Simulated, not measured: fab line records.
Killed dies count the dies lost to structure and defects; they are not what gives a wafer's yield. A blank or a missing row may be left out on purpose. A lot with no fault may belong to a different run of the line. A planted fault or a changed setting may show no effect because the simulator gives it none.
fab line records + flow berkeleyCmos170
[record]
- lots = 14
- wafers = 42
- lastDay = 11
route steps=331 shown ZERO@13 PWELL@37 ACTIVE@65 PFIELD@85
lots that met no fault: from a run of the same line without faults
startH: hours from the record's opening day to when the first of the lot's shown wafers began + waitH: time in hours since the lot's previous step + " identical to the entry in the row above + L1.1+2: one row covering several wafers at once + - either no value or no given start + * or withheld: withheld + < > ~ a bound
route shown NAME@n: NAME is a module with steps in the file, n the number in the route of the first one + usual: mean/standard deviation taken from wafers without a fault + same: alike in all rows + chamber/n: place in a boat + sites: each site's reading + _std_site: standard deviation across them + _edge_site: the outer-site mean with the inner-site mean subtracted + radiusMm: for every site, how far away it sits from the centre of the wafer + mask NAME#n: copy n + behind: the most recent tool/chamber to have shaped the wafer + hold: why the lot went on hold/how many hours it stayed there/how the hold came to an end + device: names the non-switching transistor (n, p or np) + end of line: the route-end tests of the same wafers + where a step has no rows: the recipe by itself + killed: the dies lost at the first sort to structure and to defects; this is not the yield of the wafer + map: per-die view of a wafer (x killed, . not killed, _ where there is no die)
set.NAME: the setting as run; set.NAME@STEP: as run at that earlier step + model.NAME: the simulator's own value behind a step, which no gauge read
the route's steps for a sample of lots (tables are steps, rows are wafers)
services: a tool's chamber out of use, with start hour (startH, from the record's first day; less than 0 if before it), hours out, and reason
[[steps]]
[step UCB170_ZERO_STRIP_07]
[recipe]
- chemistry = O2
- powerW = 400
- pressureMtorr = 3500
- platenTempC = withheld
- o2FlowSccm = 400
- overashFraction = 0.5
[usual]
- drypumpMotorCurrentA = 5.8/0.49
- oesProductAu = 0.727/0.0046
- stripTimeToEndpointS = 21.42/0.081
| lot.wafer | tool           | chamber | startH | waitH | drypumpMotorCurrentA | oesProductAu | rfHoursCounterH | stripTimeToEndpointS |
|-----------|----------------|---------|--------|-------|----------------------|--------------|-----------------|----------------------|
| L348.2    | plasmaAsher-02 | 1       | 17.31  | 0.0   | 6.5                  | 0.725        | 30              | 21.42                |
| L348.5    | "              | 1       | "      | "     | 6.5                  | 0.729        | -               | 21.48                |
| L348.6    | "              | 0       | "      | "     | 5.5                  | 0.718        | -               | 21.45                |
| L350.3    | plasmaAsher-03 | 1       | 29.16  | 0.0   | 6.0                  | 0.728        | -               | 21.45                |
| L350.5    | "              | 0       | "      | "     | 5.7                  | 0.721        | -               | 21.37                |
| L350.6    | "              | 1       | "      | "     | 6.0                  | 0.732        | -               | 21.38                |
| L351.1    | plasmaAsher-04 | 0       | 33.61  | 0.0   | 5.1                  | 0.728        | 20              | 21.53                |
| L351.5    | "              | 1       | "      | "     | 6.3                  | 0.726        | -               | 21.51                |
| L351.6    | "              | 0       | "      | "     | 5.1                  | 0.729        | -               | 21.44                |
| L353.1    | plasmaAsher-04 | 0       | 45.30  | 0.0   | 5.1                  | 0.725        | 22              | 21.35                |
| L353.2    | "              | 1       | "      | "     | 6.3                  | 0.722        | 22              | 21.31                |
| L353.5    | "              | 1       | "      | "     | 6.4                  | 0.730        | -               | 21.36                |
| L354.1    | plasmaAsher-03 | 1       | 52.10  | 0.0   | 6.0                  | 0.728        | 35              | 21.22                |
| L354.4    | "              | 0       | "      | "     | 5.6                  | 0.732        | -               | 21.31                |
| L354.5    | "              | 0       | "      | "     | 5.6                  | 0.730        | -               | 21.30                |
| L355.3    | plasmaAsher-04 | 0       | 56.52  | 0.0   | 5.1                  | 0.729        | -               | 21.46                |
| L355.5    | "              | 1       | "      | "     | 6.3                  | 0.727        | -               | 21.50                |
| L355.6    | "              | 0       | "      | "     | 5.1                  | 0.732        | -               | 21.47                |
| L356.1    | plasmaAsher-03 | 0       | 60.47  | 0.0   | 5.6                  | 0.731        | 36              | 21.56                |
| L356.4    | "              | 1       | "      | "     | 6.0                  | 0.731        | -               | 21.59                |
| L356.5    | "              | 1       | "      | "     | 6.0                  | 0.731        | -               | 21.55                |
| L357.3    | plasmaAsher-02 | 0       | 66.16  | 0.0   | 5.5                  | 0.730        | -               | 21.36                |
| L357.4    | "              | 1       | "      | "     | 6.5                  | 0.736        | -               | 21.34                |
| L357.5    | "              | 0       | "      | "     | 5.5                  | 0.726        | -               | 21.38                |
| L359.2    | plasmaAsher-03 | 0       | 72.13  | 0.0   | 5.6                  | 0.727        | 38              | 21.57                |
| L359.3    | "              | 0       | "      | "     | 5.7                  | 0.732        | -               | 21.47                |
| L359.4    | "              | 1       | "      | "     | 6.1                  | 0.727        | -               | 21.54                |
| L358.3    | plasmaAsher-02 | 1       | 72.44  | 0.0   | 6.5                  | 0.732        | -               | 21.39                |
| L358.4    | "              | 0       | "      | "     | 5.4                  | 0.726        | -               | 21.40                |
| L358.6    | "              | 0       | "      | "     | 5.4                  | 0.732        | -               | 21.42                |
| L360.1    | plasmaAsher-03 | 1       | 80.21  | 0.0   | 6.0                  | 0.724        | 39              | 21.44                |
| L360.3    | "              | 1       | "      | "     | 6.0                  | 0.726        | -               | 21.52                |
| L360.5    | "              | 1       | "      | "     | 6.0                  | 0.727        | -               | 21.49                |
| L361.1    | plasmaAsher-02 | 1       | 87.77  | 0.0   | 6.5                  | 0.726        | 39              | 21.51                |
| L361.3    | "              | 0       | "      | "     | 5.5                  | 0.738        | -               | 21.51                |
| L361.4    | "              | 1       | "      | "     | 6.5                  | 0.720        | -               | 21.49                |
| L362.1    | plasmaAsher-03 | 1       | 87.93  | 0.0   | 6.0                  | 0.728        | 40              | 21.27                |
| L362.4    | "              | 0       | "      | "     | 5.6                  | 0.722        | -               | 21.31                |
| L362.6    | "              | 0       | "      | "     | 5.6                  | 0.721        | -               | 21.31                |
| L367.1    | plasmaAsher-02 | 1       | 113.18 | 0.0   | 6.5                  | 0.732        | 43              | 21.33                |
| L367.2    | "              | 0       | "      | "     | 5.5                  | 0.728        | 43              | 21.35                |
| L367.3    | "              | 1       | "      | "     | 6.5                  | 0.724        | -               | 21.33                |
[step UCB170_PWELL_THK_MEAS_03]
[recipe]
- reads = SiO2_of_PWELL_OXIDATION_02
[usual]
- PWELL_OXIDE_THK = 26.4/0.67
| lot.wafer | tool         | chamber | startH | waitH | PWELL_OXIDE_THK[nm] |
|-----------|--------------|---------|--------|-------|---------------------|
| L348.2    | filmMetro-02 | -       | 43.66  | 0.0   | 26.6                |
| L348.5    | "            | -       | "      | "     | 26.5                |
| L348.6    | "            | -       | "      | "     | 26.9                |
| L351.1    | filmMetro-03 | -       | 53.93  | 0.0   | 26.0                |
| L351.5    | "            | -       | "      | "     | 26.1                |
| L351.6    | "            | -       | "      | "     | 26.2                |
| L350.3    | filmMetro-02 | -       | 53.95  | 0.0   | 26.8                |
| L350.5    | "            | -       | "      | "     | 26.4                |
| L350.6    | "            | -       | "      | "     | 26.8                |
| L353.1    | filmMetro-03 | -       | 67.87  | 0.0   | 25.9                |
| L353.2    | "            | -       | "      | "     | 25.9                |
| L353.5    | "            | -       | "      | "     | 26.0                |
| L354.1    | filmMetro-03 | -       | 70.72  | 0.0   | 26.2                |
| L354.4    | "            | -       | "      | "     | 26.5                |
| L354.5    | "            | -       | "      | "     | 25.9                |
| L355.3    | filmMetro-02 | -       | 82.95  | 0.0   | 27.3                |
| L355.5    | "            | -       | "      | "     | 26.9                |
| L355.6    | "            | -       | "      | "     | 27.1                |
| L356.1    | filmMetro-03 | -       | 82.98  | 0.0   | 26.6                |
| L356.4    | "            | -       | "      | "     | 26.6                |
| L356.5    | "            | -       | "      | "     | 26.6                |
| L357.3    | filmMetro-02 | -       | 89.59  | 0.0   | 26.4                |
| L357.4    | "            | -       | "      | "     | 26.1                |
| L357.5    | "            | -       | "      | "     | 26.2                |
| L359.2    | filmMetro-02 | -       | 91.66  | 0.0   | 25.5                |
| L359.3    | "            | -       | "      | "     | 25.2                |
| L359.4    | "            | -       | "      | "     | 25.4                |
| L358.3    | filmMetro-03 | -       | 91.67  | 0.0   | 26.8                |
| L358.4    | "            | -       | "      | "     | 26.9                |
| L358.6    | "            | -       | "      | "     | 26.9                |
| L360.1    | filmMetro-02 | -       | 109.71 | 0.0   | 26.4                |
| L360.3    | "            | -       | "      | "     | 26.3                |
| L360.5    | "            | -       | "      | "     | 26.8                |
| L362.1    | filmMetro-03 | -       | 109.71 | 0.0   | 26.7                |
| L362.4    | "            | -       | "      | "     | 26.5                |
| L362.6    | "            | -       | "      | "     | 26.5                |
| L361.1    | filmMetro-02 | -       | 109.77 | 0.1   | 27.6                |
| L361.3    | "            | -       | "      | "     | 27.6                |
| L361.4    | "            | -       | "      | "     | 27.9                |
| L367.1    | filmMetro-03 | -       | 137.20 | 0.0   | 26.9                |
| L367.2    | "            | -       | "      | "     | 26.5                |
| L367.3    | "            | -       | "      | "     | 26.9                |
[step UCB170_ACTIVE_CVD_05]
[recipe]
- material = Si3N4
- targetThkNm = 220
- tempC = 800
- precursor = SiH2Cl2/NH3
- timeS = 3300
- pressureMtorr = 200
- sih2cl2FlowSccm = 25
- nh3FlowSccm = 75
| lot.wafer  | tool     | chamber | startH | waitH |
|------------|----------|---------|--------|-------|
| L348.2+5+6 | lpcvd-02 | 0       | 76.84  | 0.6   |
| L350.3+5+6 | lpcvd-01 | 1       | 85.68  | 0.0   |
| L351.1+5+6 | lpcvd-01 | 1       | 85.68  | 0.0   |
| L353.1+2+5 | lpcvd-02 | 0       | 99.61  | 0.0   |
| L354.1+4+5 | lpcvd-02 | 0       | 99.61  | 0.0   |
| L355.3+5+6 | lpcvd-02 | 1       | 115.75 | 0.7   |
| L356.1+4+5 | lpcvd-02 | 1       | 115.75 | 0.7   |
| L357.3+4+5 | lpcvd-01 | 1       | 121.25 | 0.0   |
| L358.3+4+6 | lpcvd-02 | 0       | 126.03 | 0.6   |
| L359.2+3+4 | lpcvd-02 | 1       | 126.03 | 1.6   |
| L360.1+3+5 | lpcvd-01 | 1       | 143.28 | 0.0   |
| L361.1+3+4 | lpcvd-01 | 1       | 143.28 | 0.0   |
| L362.1+4+6 | lpcvd-01 | 0       | 143.28 | 0.0   |
| L367.1+2+3 | lpcvd-01 | 1       | 172.87 | 0.3   |
[step UCB170_ACTIVE_THK_MEAS_06]
[recipe]
- reads = Si3N4_of_ACTIVE_CVD_05
[usual]
- ACTIVE_NITRIDE_THK = 220.8/1.8
| lot.wafer | tool         | chamber | startH | waitH | ACTIVE_NITRIDE_THK[nm] |
|-----------|--------------|---------|--------|-------|------------------------|
| L348.2    | filmMetro-02 | -       | 78.77  | 0.0   | 222.0                  |
| L348.5    | "            | -       | "      | "     | 219.4                  |
| L348.6    | "            | -       | "      | "     | 220.4                  |
| L351.1    | filmMetro-02 | -       | 87.60  | 0.0   | 220.2                  |
| L351.5    | "            | -       | "      | "     | 219.9                  |
| L351.6    | "            | -       | "      | "     | 220.2                  |
| L350.3    | filmMetro-04 | -       | 87.62  | 0.0   | 224.6                  |
| L350.5    | "            | -       | "      | "     | 223.4                  |
| L350.6    | "            | -       | "      | "     | 224.1                  |
| L353.1    | filmMetro-04 | -       | 101.53 | 0.0   | 220.5                  |
| L353.2    | "            | -       | "      | "     | 222.4                  |
| L353.5    | "            | -       | "      | "     | 222.2                  |
| L354.1    | filmMetro-02 | -       | 101.53 | 0.0   | 221.2                  |
| L354.4    | "            | -       | "      | "     | 221.1                  |
| L354.5    | "            | -       | "      | "     | 220.5                  |
| L356.1    | filmMetro-02 | -       | 117.66 | 0.0   | 220.1                  |
| L356.4    | "            | -       | "      | "     | 219.9                  |
| L356.5    | "            | -       | "      | "     | 221.5                  |
| L355.3    | filmMetro-04 | -       | 117.68 | 0.0   | 222.1                  |
| L355.5    | "            | -       | "      | "     | 221.1                  |
| L355.6    | "            | -       | "      | "     | 220.9                  |
| L357.3    | filmMetro-04 | -       | 123.24 | 0.1   | 218.8                  |
| L357.4    | "            | -       | "      | "     | 219.4                  |
| L357.5    | "            | -       | "      | "     | 219.0                  |
| L359.2    | filmMetro-04 | -       | 127.96 | 0.0   | 274.7                  |
| L359.3    | "            | -       | "      | "     | 274.8                  |
| L359.4    | "            | -       | "      | "     | 275.5                  |
| L358.3    | filmMetro-02 | -       | 127.97 | 0.0   | 275.0                  |
| L358.4    | "            | -       | "      | "     | 275.1                  |
| L358.6    | "            | -       | "      | "     | 275.4                  |
| L360.1    | filmMetro-04 | -       | 145.20 | 0.0   | 220.5                  |
| L360.3    | "            | -       | "      | "     | 220.2                  |
| L360.5    | "            | -       | "      | "     | 220.6                  |
| L362.1    | filmMetro-02 | -       | 145.20 | 0.0   | 216.6                  |
| L362.4    | "            | -       | "      | "     | 217.6                  |
| L362.6    | "            | -       | "      | "     | 215.6                  |
| L361.1    | filmMetro-04 | -       | 145.26 | 0.1   | 219.2                  |
| L361.3    | "            | -       | "      | "     | 218.4                  |
| L361.4    | "            | -       | "      | "     | 219.2                  |
| L367.1    | filmMetro-02 | -       | 174.79 | 0.0   | 219.7                  |
| L367.2    | "            | -       | "      | "     | 219.9                  |
| L367.3    | "            | -       | "      | "     | 221.6                  |
[step UCB170_ACTIVE_ETCH_15]
[recipe]
- chemistry = CH3F/Ar/O2
- target = Si3N4
- stopOn = SiO2
- CH3F_flow_sccm = 20
- Ar_flow_sccm = 50
- O2_flow_sccm = 7
- pressureMtorr = 50
- rfW = 445.4
- targetDepthA = 2420
- overEtchFrac = 0.1
- timeS = 151
[usual]
- drypumpMotorCurrentA = 5.9/0.36
- mfcArSccm = 49.98/0.16
- oesProductAu = 0.941/0.017
- throttleValvePct = 8.16/0.11
[same]
- timeS = 151
| lot.wafer | tool       | chamber | startH | waitH | drypumpMotorCurrentA | mfcArSccm | oesProductAu | rfHoursCounterH | throttleValvePct |
|-----------|------------|---------|--------|-------|----------------------|-----------|--------------|-----------------|------------------|
| L348.2    | rieDiel-01 | 1       | 79.93  | 0.0   | 6.4                  | 49.94     | 0.917        | 144             | 8.30             |
| L348.5    | "          | 0       | "      | "     | 5.9                  | 49.89     | 0.960        | -               | 8.26             |
| L348.6    | "          | 2       | "      | "     | 6.0                  | 49.75     | 0.936        | -               | 8.27             |
| L351.1    | rieDiel-01 | 2       | 89.03  | 0.0   | 6.0                  | 49.84     | 0.945        | 135             | 8.26             |
| L351.5    | "          | 0       | "      | "     | 5.9                  | 50.07     | 0.952        | -               | 8.28             |
| L351.6    | "          | 3       | "      | "     | 5.5                  | 49.84     | 0.945        | -               | 7.97             |
| L350.3    | rieDiel-03 | 0       | 89.39  | 0.1   | 6.6                  | 50.06     | 0.943        | -               | 8.16             |
| L350.5    | "          | 0       | "      | "     | 6.6                  | 49.86     | 0.939        | -               | 8.16             |
| L350.6    | "          | 3       | "      | "     | 5.8                  | 49.86     | 0.947        | -               | 8.04             |
| L353.1    | rieDiel-03 | 0       | 102.98 | 0.0   | 6.5                  | 50.27     | 0.933        | 36              | 8.15             |
| L353.2    | "          | 3       | "      | "     | 5.8                  | 50.12     | 0.932        | 34              | 8.04             |
| L353.5    | "          | 2       | "      | "     | 5.5                  | 49.89     | 0.953        | -               | 8.10             |
| L354.1    | rieDiel-02 | 2       | 103.02 | 0.0   | 5.5                  | 50.05     | 0.949        | 13              | 8.13             |
| L354.4    | "          | 1       | "      | "     | 6.1                  | 50.12     | 0.919        | 4               | 8.25             |
| L354.5    | "          | 1       | "      | "     | 6.1                  | 49.92     | 0.925        | -               | 8.24             |
| L356.1    | rieDiel-03 | 0       | 119.33 | 0.0   | 6.5                  | 50.15     | 0.927        | 37              | 8.15             |
| L356.4    | "          | 1       | "      | "     | 6.2                  | 49.87     | 0.979        | 9               | 8.30             |
| L356.5    | "          | 3       | "      | "     | 5.8                  | 49.89     | 0.941        | -               | 8.05             |
| L355.3    | rieDiel-01 | 2       | 119.73 | 0.0   | 6.0                  | 50.16     | 0.952        | 137             | 8.27             |
| L355.5    | "          | 2       | "      | "     | 6.0                  | 50.02     | 0.945        | -               | 8.27             |
| L355.6    | "          | 3       | "      | "     | 5.5                  | 50.16     | 0.946        | -               | 7.96             |
| L357.3    | rieDiel-03 | 0       | 125.77 | 0.0   | 6.6                  | 50.19     | 0.920        | 38              | 8.15             |
| L357.4    | "          | 2       | "      | "     | 5.5                  | 49.96     | 0.946        | 133             | 8.10             |
| L357.5    | "          | 2       | "      | "     | 5.5                  | 49.80     | 0.940        | -               | 8.10             |
| L358.3    | rieDiel-01 | 2       | 129.65 | 0.0   | 6.0                  | 50.04     | 0.993        | 137             | 8.26             |
| L358.4    | "          | 0       | "      | "     | 5.9                  | 49.74     | 1.006        | 42              | 8.27             |
| L358.6    | "          | 1       | "      | "     | 6.4                  | 49.99     | 0.980        | -               | 8.31             |
| L359.2    | rieDiel-02 | 0       | 129.85 | 0.0   | 5.9                  | 49.95     | 0.987        | 68              | 8.04             |
| L359.3    | "          | 2       | "      | "     | 5.5                  | 49.61     | 0.990        | 14              | 8.13             |
| L359.4    | "          | 1       | "      | "     | 6.1                  | 50.08     | 0.967        | 5               | 8.25             |
| L360.1    | rieDiel-02 | 2       | 146.42 | 0.0   | 5.5                  | 49.67     | 0.938        | 15              | 8.13             |
| L360.3    | "          | 3       | "      | "     | 5.7                  | 50.05     | 0.939        | 61              | 8.08             |
| L360.5    | "          | 0       | "      | "     | 5.9                  | 50.04     | 0.912        | -               | 8.05             |
| L362.1    | rieDiel-01 | 3       | 146.60 | 0.0   | 5.5                  | 50.15     | 0.929        | 77              | 7.98             |
| L362.4    | "          | 0       | "      | "     | 5.9                  | 49.93     | 0.941        | 42              | 8.27             |
| L362.6    | "          | 0       | "      | "     | 5.9                  | 49.79     | 0.945        | -               | 8.27             |
| L361.1    | rieDiel-03 | 0       | 146.85 | 0.0   | 6.6                  | 50.17     | 0.925        | 39              | 8.14             |
| L361.3    | "          | 2       | "      | "     | 5.5                  | 49.95     | 0.926        | 134             | 8.11             |
| L361.4    | "          | 3       | "      | "     | 5.8                  | 49.95     | 0.932        | 37              | 8.03             |
| L367.1    | rieDiel-03 | 2       | 175.84 | 0.0   | 5.5                  | 49.74     | 0.937        | 136             | 8.11             |
| L367.2    | "          | 1       | "      | "     | 6.2                  | 50.01     | 0.968        | 13              | 8.28             |
| L367.3    | "          | 3       | "      | "     | 5.8                  | 50.24     | 0.932        | 39              | 8.04             |
[step UCB170_PFIELD_OVL_MEAS_06]
[usual]
- PFIELD_OVL = 0/5.3
| lot.wafer | tool       | chamber | startH | waitH | PFIELD_OVL[nm] |
|-----------|------------|---------|--------|-------|----------------|
| L348.2    | overlay-02 | -       | 82.01  | -     | -1             |
| L348.5    | "          | -       | "      | "     | 2              |
| L348.6    | "          | -       | "      | "     | -8             |
| L351.1    | overlay-01 | -       | 90.57  | -     | 0              |
| L351.5    | "          | -       | "      | "     | 5              |
| L351.6    | "          | -       | "      | "     | 2              |
| L350.3    | overlay-01 | -       | 90.99  | -     | -2             |
| L350.5    | "          | -       | "      | "     | 7              |
| L350.6    | "          | -       | "      | "     | 5              |
| L353.1    | overlay-02 | -       | 107.96 | -     | 3              |
| L353.2    | "          | -       | "      | "     | -1             |
| L353.5    | "          | -       | "      | "     | 5              |
| L354.1    | overlay-02 | -       | 108.40 | -     | -4             |
| L354.4    | "          | -       | "      | "     | -5             |
| L354.5    | "          | -       | "      | "     | 0              |
| L355.3    | overlay-02 | -       | 122.65 | -     | -2             |
| L355.5    | "          | -       | "      | "     | -1             |
| L355.6    | "          | -       | "      | "     | -3             |
| L356.1    | overlay-02 | -       | 122.92 | -     | -6             |
| L356.4    | "          | -       | "      | "     | -7             |
| L356.5    | "          | -       | "      | "     | -6             |
| L357.3    | overlay-02 | -       | 128.90 | -     | 3              |
| L357.4    | "          | -       | "      | "     | 3              |
| L357.5    | "          | -       | "      | "     | 1              |
| L361.1    | overlay-01 | -       | 148.86 | -     | -3             |
| L361.3    | "          | -       | "      | "     | -5             |
| L361.4    | "          | -       | "      | "     | -4             |
| L362.1    | overlay-01 | -       | 149.42 | -     | 2              |
| L362.4    | "          | -       | "      | "     | 4              |
| L362.6    | "          | -       | "      | "     | -4             |
| L360.1    | overlay-02 | -       | 149.70 | -     | -1             |
| L360.3    | "          | -       | "      | "     | 1              |
| L360.5    | "          | -       | "      | "     | 0              |
| L367.1    | overlay-02 | -       | 178.48 | -     | 7              |
| L367.2    | "          | -       | "      | "     | 7              |
| L367.3    | "          | -       | "      | "     | 6              |
[[services]]
| tool           | chamber | startH | hours | kind          |
|----------------|---------|--------|-------|---------------|
| rieDiel-01     | -       | 14.30  | 0.2   | repair        |
| rieDiel-02     | 1       | 18.36  | -     | clean         |
| rieDiel-02     | 1       | 18.36  | 13.1  | scheduledDown |
| rieDiel-02     | 1       | 18.36  | 13.1  | ventCycle     |
| rieDiel-02     | 0       | 28.27  | 7.9   | repair        |
| rieDiel-01     | 2       | 39.90  | 11.2  | repair        |
| rieDiel-02     | 1       | 48.17  | 1.7   | repair        |
| lpcvd-02       | -       | 62.20  | 1.0   | repair        |
| rieDiel-02     | 1       | 74.67  | 1.2   | repair        |
| rieDiel-01     | 3       | 76.84  | 8.9   | repair        |
| rieDiel-03     | 2       | 88.15  | 11.2  | repair        |
| rieDiel-03     | 1       | 88.61  | 15.4  | repair        |
| rieDiel-01     | 1       | 92.42  | 15.5  | repair        |
| plasmaAsher-03 | -       | 119.09 | 1.5   | repair        |
| plasmaAsher-04 | -       | 132.72 | 7.5   | repair        |
| plasmaAsher-02 | -       | 134.62 | 1.7   | repair        |
| rieDiel-03     | -       | 145.04 | 0.3   | repair        |
| lpcvd-02       | -       | 157.73 | 2.8   | pm            |
| rieDiel-02     | -       | 165.63 | 15.6  | pm            |
[[key]]
[firstSign]
- step = UCB170_ACTIVE_THK_MEAS_06
- reading = ACTIVE_NITRIDE_THK
- direction = up
- sigmas = 31
- usual = 220.8
- struck = 275.1
[effect]
- step = UCB170_ACTIVE_ETCH_15
- reading = oesProductAu
- direction = up
- sigmas = 2.8
- usual = 0.941
- struck = 0.987
metAt UCB170_ACTIVE_CVD_05
struckLots L358,L359
laterRowsLeftOut L358.3,L358.4,L358.6,L359.2,L359.3,L359.4
sortLeftOut L358.3,L358.4,L358.6,L359.2,L359.3,L359.4
testerLeftOut L358,L359
notActingAt UCB170_ZERO_STRIP_07,UCB170_PWELL_THK_MEAS_03,UCB170_PFIELD_OVL_MEAS_06
onsetBetween 115.75 126.03
[fault]
- kind = processParameterDrift
- tool = lpcvd-02
- chamber = -
- onsetH = 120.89
- steps = UCB170_ACTIVE_CVD_05
- channel = targetThkNm
- offset = 55
- shape = step
- endH = 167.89
- actsIn = theseRecipesOnly
- stated = 220
// testerLeftOut: of these lots the tester's yield and bins aren't shown, on N5 and GAA mostly nor the transistor test; their killed dies are dies lost to structure and defects alone, not to doping, threshold or leakage, so they don't give the yield
// sortLeftOut: the simulated sort isn't trusted on such a fault, so these wafers' sort isn't shown, and their yield isn't known
// laterRowsLeftOut: the simulator's readings of these wafers behind a module that went badly wrong aren't trusted and aren't shown, but for the sort
